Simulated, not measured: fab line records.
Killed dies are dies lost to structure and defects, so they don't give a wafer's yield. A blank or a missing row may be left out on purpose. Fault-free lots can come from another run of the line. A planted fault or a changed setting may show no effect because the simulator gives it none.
Struck lot and sound lot, side by side || flow rit-cmos || 15 steps out of a route of 202
Sound: the wafers L779.1, L779.2, L779.6. Wafers struck: L783.2, L783.4, L783.5. Last of all comes the cause.
Order at every step that has rows: each side's tool, ch and its chambers, its first start. Under that, the readings that differ: sound wafers || struck wafers || difference of the means || sigmas: that difference in standard deviations of wafers without a fault.
alike: words and numbers the same on both sides, and readings whose means are apart by under 2 such deviations; not compared: readings that were withheld, readings missing a value for some wafer, numbers with overlapping values and no deviation given by the record, and bounds like >300 which may hide the same value.
A row with sigmas, a row that says differs or no value, or rows on one side alone: a step with any of these is where the two part. Numbers that have no deviation but don't overlap get no sigmas and don't part them. A reading missing from all wafers of one side parts the sides only when that side holds two or more wafers.

RIT_NLDD_OVL_MEAS_06:
  struck on overlay-01, day 3 12:31; sound on overlay-01, day 2 17:30
  alike: NLDD_OVL
then, 2 steps without rows for these wafers: RIT_NLDD_HARDBAKE_07 (time 60 s); RIT_NLDD_IMPLANT_08.
RIT_NLDD_STRIP_09: strips in O2, time 180 s.
  sound on plasma-asher-01 ch 0,1, day 2 17:50; struck on plasma-asher-02 ch 0,1, day 3 12:51
  alike: drypump-motor-current-A
  not compared: rf-hours-counter-h
RIT_NLDD_TW_MEAS_10:
  struck on film-metro-01, day 3 13:02; sound on film-metro-01, day 2 18:01
  alike: NLDD_TW
then, 6 steps without rows for these wafers: RIT_PLDD_HMDS_00 (prime time 60 s); RIT_PLDD_COAT_01 (resist thk 1000 nm); RIT_PLDD_SOFTBAKE_02 (time 60 s); RIT_PLDD_EXPOSE_03 (exposes mask M8, target cd 40900 nm); RIT_PLDD_PEB_04; RIT_PLDD_DEVELOP_05 (develop time 50 s).
RIT_PLDD_OVL_MEAS_06:
  struck on overlay-02, day 3 13:57; sound on overlay-02, day 2 19:03
  alike: PLDD_OVL
RIT_PLDD_HARDBAKE_07: time 60 s.
  sound on litho-track-04 ch 0, day 2 19:05; struck on litho-track-04 ch 0, day 3 14:00
{"reading": "heater-power-total-W (W)", "sound": "62.52 62.61 62.58", "struck": "60.36 60.45 60.46", "difference": -2.15, "sigmas": -49}
{"reading": "plate-temp-C (C)", "sound": "139.99 139.96 139.91", "struck": "136.38 136.50 136.37", "difference": -3.54, "sigmas": -27}
{"reading": "model.NOVOLAK_of_PLDD_COAT_01.thk-nm (nm)", "sound": "885.7 881.9 880.8", "struck": "891.1 888.5 889.3", "difference": "+6.8", "sigmas": ""}
  alike: chill-plate-temp-C
next, for these wafers, 1 step has no rows: RIT_PLDD_IMPLANT_08.
RIT_M1_PROBE_99:
  sound wafers here have rows in the record (prober-01, day 3 10:37); struck ones have none

== WHERE THEY PART ==
Last at RIT_M1_PROBE_99 as far as this record goes, first at RIT_PLDD_HARDBAKE_07.

WHY: what the simulator had put in
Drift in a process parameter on litho-track-04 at RIT_PLDD_HARDBAKE_07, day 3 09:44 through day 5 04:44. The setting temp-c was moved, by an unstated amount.
